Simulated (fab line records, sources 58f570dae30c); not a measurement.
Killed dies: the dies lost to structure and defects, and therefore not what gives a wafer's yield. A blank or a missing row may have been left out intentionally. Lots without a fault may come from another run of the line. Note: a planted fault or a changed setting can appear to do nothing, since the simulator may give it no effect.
2 desks, one fault    flow berkeley cmos170    every desk sees just its own numbers, and what lay behind them comes last

== FOR THE TOOL OWNER'S DESK: implanter-04 ==
UCB170_NWELL_IMPLANT_14, tool's own readings: per-lot mean of the sampled wafers with a number, covering each lot this tool ran. Marked OUT: a lot whose mean sits more than 4 standard deviations from the usual mean, which makes it out of limits; the brackets give that distance.
Columns: A = dose ions cm2 at UCB170_NWELL_IMPLANT_14, usual 9.999e+12; B = faraday current uA at UCB170_NWELL_IMPLANT_14, usual 31.7
lot   first seen here  A                    B
L976  day 2 06:31      9.990e+12            31.7
L989  day 4 23:47      8.941e+12 (-96) OUT  28.5 (-5.1) OUT
L991  day 5 12:44      8.937e+12 (-97) OUT  28.0 (-5.7) OUT
This desk's verdict: out of limits on L989, L991, starting with L989 at day 4 23:47 (dose ions cm2 at UCB170_NWELL_IMPLANT_14). Within limits: L976.

== THE METROLOGY DESK ==
What the gauges read, lot by lot, whatever tool the lot ran on: means of the sampled wafers that have a number. Marked OUT: a lot whose mean sits more than 4 standard deviations from the usual mean, which makes it out of limits; the brackets give that distance.
Columns: A = NWELL_OXIDE_THK at UCB170_NWELL_THK_MEAS_02, usual 26.3 nm; B = NWELL_NITRIDE_THK at UCB170_NWELL_THK_MEAS_05, usual 223.6 nm; C = NWELL_OVL at UCB170_NWELL_OVL_MEAS_12, usual 2 nm
lot   first seen here  A     B      C
L976  day 2 00:02      25.9  223.0  -4
L978  day 2 09:38      26.5  223.1  8
L989  day 4 15:51      26.5  223.7  0
L991  day 5 04:00      26.4  223.2  1
L993  day 5 17:18      26.0  224.8  -6
L995  day 5 22:30      26.2  227.3  -1
Finding of this desk: none of the 6 lots has anything out of limits.

== PUT TOGETHER ==
The tool owner's desk could have raised an alarm at day 4 23:47, on L989, L991.
From the metrology desk's view, nothing was out of limits.
The metrology desk holds a record of L989, L991, inside its limits.
Of the lots named, all ran UCB170_NWELL_IMPLANT_14 on implanter-04.

== WHAT HAD BEEN PUT IN BY THE SIMULATOR ==
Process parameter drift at UCB170_NWELL_IMPLANT_14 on implanter-04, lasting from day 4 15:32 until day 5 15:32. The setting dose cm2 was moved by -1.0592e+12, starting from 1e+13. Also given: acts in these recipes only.
Struck lots among those shown: L989, L991.
Delay in hours, fault start to first out-of-limits reading, by desk: the tool owner's desk at 8.
